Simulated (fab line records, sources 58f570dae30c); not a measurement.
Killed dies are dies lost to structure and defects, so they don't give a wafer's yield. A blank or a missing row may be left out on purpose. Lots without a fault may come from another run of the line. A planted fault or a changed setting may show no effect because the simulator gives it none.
fab line records | flow berkeley_cmos170
record lots=14 wafers=42 last_day=12
route steps=331 shown V1@256
lots that met no fault: from a run of the same line without faults
start_h: hours from the record's first day to the start of the lot's first wafer shown | wait_h: hours since the lot's step before | " the same as in the row above | L1.1+2: a row that stands for several wafers | - no value, or no start given | * or withheld: withheld | < > ~ a bound
route shown NAME@n: a module of which the file shows steps, and the number in the route of the first | usual: mean/standard deviation of fault-free wafers | same: alike in all rows | chamber/n: place in a boat | sites: the reading at each site | _std_site: their standard deviation | _edge_site: outer sites' mean less inner sites' | radius_mm: how far each site lies from the wafer's centre | mask NAME#n: copy n | behind: the tool/chamber that last shaped the wafer | hold: why the lot was held/for how many hours/how that ended | device: the transistor (n, p or np) that didn't switch | end of line: the same wafers' tests at the end of the route | a step without rows: its recipe alone | killed: dies lost to structure and defects at the first sort, not the wafer's yield | map: a wafer's dies, x killed, . not, _ none there
set.NAME: the setting as run; set.NAME@STEP: as run at that earlier step | model.NAME: the simulator's own value behind a step, which no gauge read
steps of the route over a sample of lots; a table a step, a row a wafer
services: from which hour (start_h, from the record's first day; less than 0 if before it) a tool's chamber was out of use, for how many hours, and why
## steps
# step UCB170_V1_CMP_02
# recipe material=SiO2 down_force_psi=6 platen_rpm=60 pad_velocity_m_s=0.75398
# usual edge_zone_pressure_frac=1.000/0.0051 motor_current_A=15.2/0.97
# columns lot.wafer tool chamber start_h wait_h edge_zone_pressure_frac motor_current_A
L494.3 cmp-02 3 147.54 0.4 0.996 17.3
L494.1 " 0 " " 1.002 15.4
L494.6 " 2 " " 1.001 14.1
L497.3 cmp-01 0 158.02 0.1 1.010 13.8
L497.1 " 2 " " 1.007 15.7
L497.5 " 3 " " 1.005 15.1
L496.4 cmp-01 2 158.32 0.4 1.006 14.5
L496.3 " 3 " " 1.001 13.7
L496.6 " 1 " " 0.997 14.9
L495.1 cmp-01 0 158.57 0.6 1.011 14.6
L495.3 " 3 " " 1.007 14.6
L495.5 " 0 " " 1.000 14.5
L498.3 cmp-01 0 173.62 0.0 0.993 14.0
L498.1 " 2 " " 1.003 14.9
L498.5 " 1 " " 0.987 14.2
L499.1 cmp-02 0 173.78 0.1 1.002 16.4
L499.4 " 1 " " 1.001 15.6
L499.5 " 3 " " 0.999 17.4
L502.3 cmp-02 3 194.12 0.1 0.998 17.3
L502.4 " 0 " " 1.011 15.9
L502.6 " 2 " " 1.006 15.6
L504.2 cmp-02 1 204.07 0.2 0.996 15.2
L504.6 " 2 " " 1.004 15.6
L504.5 " 3 " " 0.990 16.7
L510.2 cmp-01 1 232.61 0.1 0.998 14.3
L510.5 " 3 " " 1.000 14.7
L510.6 " 0 " " 1.001 15.4
L509.3 cmp-01 3 232.81 0.3 1.000 14.3
L509.4 " 0 " " 1.006 13.8
L509.1 " 1 " " 1.005 14.8
L513.2 cmp-02 0 257.77 0.0 0.997 16.7
L513.1 " 2 " " 1.000 16.0
L513.5 " 0 " " 0.993 15.8
L514.4 cmp-01 0 266.12 0.0 1.002 15.0
L514.3 " 3 " " 0.997 14.0
L514.5 " 1 " " 1.005 14.6
L515.3 cmp-02 3 266.22 0.1 1.007 17.1
L515.6 " 1 " " 1.002 14.3
L515.5 " 2 " " 1.004 15.8
L516.4 cmp-02 1 277.10 0.0 1.000 15.7
L516.5 " 1 " " 0.993 15.1
L516.6 " 2 " " 0.993 14.8
# step UCB170_V1_BOW_MEAS_03
# recipe mode=bow
# usual V1_BOW=19/6.7
# columns lot.wafer tool chamber start_h wait_h V1_BOW[um]
L494.1 film_metro-01 - 147.74 0.1 24
L494.3 " - " " 25
L494.6 " - " " 23
L497.1 film_metro-04 - 158.27 0.1 12
L497.3 " - " " 27
L497.5 " - " " 30
L496.3 film_metro-04 - 158.61 0.2 13
L496.4 " - " " 17
L496.6 " - " " 16
L495.1 film_metro-04 - 158.87 0.2 23
L495.3 " - " " 28
L495.5 " - " " 27
L498.1 film_metro-04 - 173.92 0.1 15
L498.3 " - " " 37
L498.5 " - " " 14
L499.1 film_metro-01 - 173.98 0.1 29
L499.4 " - " " 15
L499.5 " - " " 11
L502.3 film_metro-04 - 194.41 0.2 16
L502.4 " - " " 22
L502.6 " - " " 12
L504.2 film_metro-04 - 204.24 0.1 7
L504.5 " - " " 21
L504.6 " - " " 29
L510.2 film_metro-01 - 232.83 0.2 5
L510.5 " - " " 16
L510.6 " - " " 23
L509.1 film_metro-02 - 233.11 0.1 20
L509.3 " - " " 8
L509.4 " - " " 18
L513.1 film_metro-01 - 258.07 0.1 14
L513.2 " - " " 9
L513.5 " - " " 18
L514.3 film_metro-04 - 266.46 0.1 23
L514.4 " - " " 24
L514.5 " - " " 19
L515.3 film_metro-02 - 266.46 0.2 26
L515.5 " - " " 19
L515.6 " - " " 13
L516.4 film_metro-02 - 277.46 0.3 8
L516.5 " - " " 22
L516.6 " - " " 24
# step UCB170_V1_DEVELOP_11
# recipe developer=TMAH develop_time_s=45 resist=KrF dev_temp_c=21
# usual chill_plate_temp_C=23.00/0.094 develop_time_s=45/0
# columns lot.wafer tool chamber start_h wait_h chill_plate_temp_C develop_time_s
L494.1 litho_track-04 0 148 - 23.04 45
L494.3 " 0 " " 22.88 45
L494.6 " 0 " " 22.99 45
L497.1 litho_track-01 0 159 - 23.08 45
L497.3 " 0 " " 23.01 45
L497.5 " 0 " " 22.98 45
L496.3 litho_track-01 0 160 - 23.13 45
L496.4 " 0 " " 23.04 45
L496.6 " 0 " " 23.07 45
L495.1 litho_track-04 0 161 - 22.97 45
L495.3 " 0 " " 22.96 45
L495.5 " 0 " " 23.06 45
L498.1 litho_track-03 - 175 - - -
L498.3 " - " " - -
L498.5 " - " " - -
L499.1 litho_track-04 - 175 - - -
L499.4 " - " " - -
L499.5 " - " " - -
L502.3 litho_track-04 0 195 - 22.95 45
L502.4 " 0 196 - 22.83 45
L502.6 " 0 " " 22.92 45
L504.2 litho_track-04 0 205 - 22.99 45
L504.5 " 0 " " 22.95 45
L504.6 " 0 " " 22.91 45
L510.2 litho_track-03 0 234 - 23.07 45
L510.5 " 0 " " 22.94 45
L510.6 " 0 " " 23.09 45
L509.1 litho_track-04 0 234 - 23.08 45
L509.3 " 0 " " 22.98 45
L509.4 " 0 " " 22.86 45
L513.1 litho_track-04 0 260 - 22.95 45
L513.2 " 0 " " 22.83 45
L513.5 " 0 " " 22.86 45
L515.3 litho_track-04 0 267 - 22.94 45
L515.5 " 0 " " 23.01 45
L515.6 " 0 " " 22.86 45
L514.3 litho_track-01 0 268 - 23.14 45
L514.4 " 0 " " 22.94 45
L514.5 " 0 " " 23.08 45
L516.4 litho_track-04 0 278 - 23.07 45
L516.5 " 0 " " 23.03 45
L516.6 " 0 " " 23.01 45
# step UCB170_V1_OVL_MEAS_13
# usual V1_OVL=0/4.3
# columns lot.wafer tool chamber start_h wait_h V1_OVL[nm]
L494.1 overlay-02 - 149.06 0.1 0
L494.3 " - " " 8
L494.6 " - " " 3
L497.1 overlay-01 - 159.91 0.1 -8
L497.3 " - " " -4
L497.5 " - " " -5
L496.3 overlay-01 - 160.92 0.1 -1
L496.4 " - " " -5
L496.6 " - " " 0
L495.1 overlay-02 - 161.37 0.1 -1
L495.3 " - " " -5
L495.5 " - " " 1
L498.1 overlay-02 - 175.26 0.1 -
L498.3 " - " " -
L498.5 " - " " -
L499.1 overlay-01 - 175.92 0.1 -
L499.4 " - " " -
L499.5 " - " " -
L502.3 overlay-02 - 196.21 0.1 -4
L502.4 " - " " -6
L502.6 " - " " 1
L504.2 overlay-01 - 205.91 0.1 6
L504.5 " - " " -1
L504.6 " - " " 1
L510.2 overlay-02 - 234.77 0.1 -4
L510.5 " - " " -13
L510.6 " - " " -1
L509.1 overlay-02 - 235.04 0.1 15
L509.3 " - " " 10
L509.4 " - " " 2
L513.1 overlay-01 - 260.53 0.1 4
L513.2 " - " " 2
L513.5 " - " " 1
L515.3 overlay-01 - 267.99 0.1 3
L515.5 " - " " -1
L515.6 " - " " 2
L514.3 overlay-02 - 268.23 0.1 -1
L514.4 " - " " -4
L514.5 " - " " 5
L516.4 overlay-02 - 279.10 0.1 2
L516.5 " - " " 3
L516.6 " - " " 1
## services
# columns tool chamber start_h hours kind
cmp-01 - 131.11 0.9 repair
cmp-01 - 146.61 1.3 repair
cmp-02 - 149.50 0.3 repair
cmp-02 - 155.08 4.5 repair
cmp-01 - 225.30 0.2 repair
cmp-02 - 232.00 4.0 pm
cmp-02 - 236.00 - consumable_replace:conditioner
cmp-02 - 236.00 - consumable_replace:pad
## key
first_sign step=UCB170_V1_DEVELOP_11 reading=tool_record direction=missing
effect none on later readings
met_at UCB170_V1_DEVELOP_11
struck_lots L498,L499
later_rows_left_out L498.1,L498.3,L498.5,L499.1,L499.4,L499.5
sort_left_out L498.1,L498.3,L498.5,L499.1,L499.4,L499.5
not_acting_at UCB170_V1_CMP_02,UCB170_V1_BOW_MEAS_03,UCB170_V1_OVL_MEAS_13
onset_between 161 175
fault kind=skipped_step_whole tool=litho_track-03,litho_track-04 chamber=- onset_h=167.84 steps=UCB170_V1_DEVELOP_11 scope=struck_lots_only
# sort_left_out: the simulated sort isn't trusted on such a fault, so these wafers' sort isn't shown, and their yield isn't known
# later_rows_left_out: the simulator's readings of these wafers behind a module that went badly wrong aren't trusted and aren't shown, but for the sort
